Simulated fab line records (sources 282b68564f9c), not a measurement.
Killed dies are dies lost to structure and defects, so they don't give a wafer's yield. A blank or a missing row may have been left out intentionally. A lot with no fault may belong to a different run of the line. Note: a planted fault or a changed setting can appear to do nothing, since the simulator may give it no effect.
Matching of chambers / flow rit cmos / RIT_M1_STRIP_13 on wet bench-03 has 4 sister chambers
The step strips in nmp, time 600 s. 14 wafers are shown with their chamber, then 7 later ones without.

WAFERS PAIRED WITH THEIR CHAMBERS
wafer=L417.1; chamber=2; bath heat duty pct (%)=17.4; bath guard temp C (C)=80.2
wafer=L417.4; chamber=2; bath heat duty pct (%)=17.6; bath guard temp C (C)=80.2
wafer=L417.6; chamber=2; bath heat duty pct (%)=17.8; bath guard temp C (C)=80.3
wafer=L418.2; chamber=1; bath heat duty pct (%)=14.6; bath guard temp C (C)=79.6
wafer=L418.4; chamber=1; bath heat duty pct (%)=15.4; bath guard temp C (C)=80.0
wafer=L418.6; chamber=1; bath heat duty pct (%)=16.5; bath guard temp C (C)=80.1
wafer=L425.3; chamber=3; bath heat duty pct (%)=18.5; bath guard temp C (C)=80.1
wafer=L425.4; chamber=3; bath heat duty pct (%)=17.6; bath guard temp C (C)=80.3
wafer=L425.5; chamber=3; bath heat duty pct (%)=19.6; bath guard temp C (C)=80.3
wafer=L428.1; chamber=3; bath heat duty pct (%)=16.6; bath guard temp C (C)=80.1
wafer=L428.4; chamber=3; bath heat duty pct (%)=16.9; bath guard temp C (C)=80.1
wafer=L428.5; chamber=3; bath heat duty pct (%)=16.4; bath guard temp C (C)=80.2
wafer=L432.3; chamber=0; bath heat duty pct (%)=19.1; bath guard temp C (C)=80.7
wafer=L432.4; chamber=0; bath heat duty pct (%)=19.9; bath guard temp C (C)=80.4

SIGNATURES, as means of the wafers listed above
reading=bath heat duty pct; chamber 0=19.500; chamber 1=15.500; chamber 2=17.600; chamber 3=17.600; scatter within a chamber=0.998
reading=bath guard temp C; chamber 0=80.550; chamber 1=79.900; chamber 2=80.233; chamber 3=80.183; scatter within a chamber=0.155
Rule: distance of a wafer from a chamber = root of the sum over the readings of ((wafer's reading minus chamber's mean) / reading's scatter) squared. The wafer belongs to the nearest chamber; if the next one is less than 2 further off, it can't be placed. The scatter is the square root of a quotient: the sum, over the shown wafers, of each reading's squared deviation from its chamber's mean, divided by wafers minus chambers.

WAFERS MISSING THEIR CHAMBER
wafer=L432.5; bath heat duty pct (%)=20.6; bath guard temp C (C)=80.5
wafer=L433.2; bath heat duty pct (%)=18.0; bath guard temp C (C)=79.9
wafer=L433.4; bath heat duty pct (%)=16.5; bath guard temp C (C)=79.8
wafer=L433.6; bath heat duty pct (%)=19.3; bath guard temp C (C)=80.0
wafer=L440.3; bath heat duty pct (%)=16.3; bath guard temp C (C)=80.1
wafer=L440.4; bath heat duty pct (%)=14.8; bath guard temp C (C)=79.9
wafer=L440.6; bath heat duty pct (%)=15.1; bath guard temp C (C)=79.5

WHICH CHAMBER EACH WENT THROUGH
wafer=L432.5; from the rows above=0; in truth=0
wafer=L433.2; from the rows above=can't be placed: 3 or 2 or 1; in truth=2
wafer=L433.4; from the rows above=can't be placed: 1 or 3 or 2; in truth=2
wafer=L433.6; from the rows above=can't be placed: 3 or 2 or 0 or 1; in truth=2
wafer=L440.3; from the rows above=can't be placed: 3 or 1 or 2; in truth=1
wafer=L440.4; from the rows above=1; in truth=1
wafer=L440.6; from the rows above=1; in truth=1
3 of 7 placed correctly. From these rows, 4 cannot be placed; in 4 the true chamber is one of the candidates. Wrongly placed: 0.
